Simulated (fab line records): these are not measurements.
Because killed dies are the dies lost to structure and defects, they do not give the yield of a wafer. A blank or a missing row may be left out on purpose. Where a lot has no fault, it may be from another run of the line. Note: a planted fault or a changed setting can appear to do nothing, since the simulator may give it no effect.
Struck lot and sound lot, side by side ; flow ritCmos ; 15 steps out of a route of 202
Sound: the wafers L642.2, L642.4, L642.5. The struck wafers were L650.3, L650.5, L650.6. At the end, the cause is stated.
For every step that has rows: the tool of each side, followed by ch and its chambers, followed by its first start. Under that, the readings that differ: sound wafers ; struck wafers ; difference of the means ; sigmas: that difference in standard deviations of wafers without a fault.
alike: same words and numbers on both sides, and readings whose means sit less than 2 such deviations apart. not compared: any withheld reading, any reading some wafer has no value for, any bound like >300 that may hide the same value, and any number with overlapping values for which the record gives no deviation.
Wherever a step has rows on one side only, a row that says differs or no value, or a row with sigmas, the two part there. Numbers that don't overlap but have no deviation are shown without sigmas and don't part them. A reading that every wafer of one side lacks parts them only if that side has two wafers or more.

first, 4 steps without rows for these wafers: RIT_PSD_SOFTBAKE_02 (time 60 s); RIT_PSD_EXPOSE_03 (exposes mask M10, target cd 40900 nm); RIT_PSD_PEB_04; RIT_PSD_DEVELOP_05 (develop time 50 s).
RIT_PSD_OVL_MEAS_06:
  sound on overlay-02, day 3 12:36; struck on overlay-01, day 5 06:43
  alike: PSD_OVL
then, 2 steps without rows for these wafers: RIT_PSD_HARDBAKE_07 (time 60 s); RIT_PSD_IMPLANT_08.
RIT_PSD_STRIP_09: strips in O2, time 180 s.
  sound on plasmaAsher-01 ch 1, day 3 12:56; struck on plasmaAsher-04 ch 0,1, day 5 07:11
  alike: drypumpMotorCurrentA
  not compared: rfHoursCounterH
RIT_PSD_TW_MEAS_10:
  sound on filmMetro-04, day 3 13:07; struck on filmMetro-04, day 5 07:19
  alike: PSD_TW
then, 3 steps without rows for these wafers: RIT_SDANNEAL_CLEAN_00 (cleans in SC1, time 600 s); RIT_SDANNEAL_CLEAN_01 (cleans in dHF, time 30 s); RIT_SDANNEAL_CLEAN_02 (cleans in SC2, time 600 s).
RIT_SDANNEAL_RTA_03: time 5 s.
  sound on rtpAnneal-02 ch 0, day 3 13:32; struck on rtpAnneal-02 ch 0, day 5 07:45
  alike: wafer_temp_C_max
RIT_SDANNEAL_RS_MEAS_04: uses a four-point probe to measure.
  sound on filmMetro-04, day 3 13:37; struck on filmMetro-02, day 5 08:11
reading;sound;struck;difference;sigmas
PSD_RS (ohm/sq);116.65 116.17 116.47;128.03 128.26 128.48;+11.83;+47
  not compared: hold
RIT_M1_PROBE_99:
  the record holds rows for the sound wafers here (prober-02, day 3 21:16) but none for the struck ones

## WHERE THEY PART
Last at RIT_M1_PROBE_99 as far as this record goes, first at RIT_SDANNEAL_RS_MEAS_04.

WHY: what had been put in by the simulator
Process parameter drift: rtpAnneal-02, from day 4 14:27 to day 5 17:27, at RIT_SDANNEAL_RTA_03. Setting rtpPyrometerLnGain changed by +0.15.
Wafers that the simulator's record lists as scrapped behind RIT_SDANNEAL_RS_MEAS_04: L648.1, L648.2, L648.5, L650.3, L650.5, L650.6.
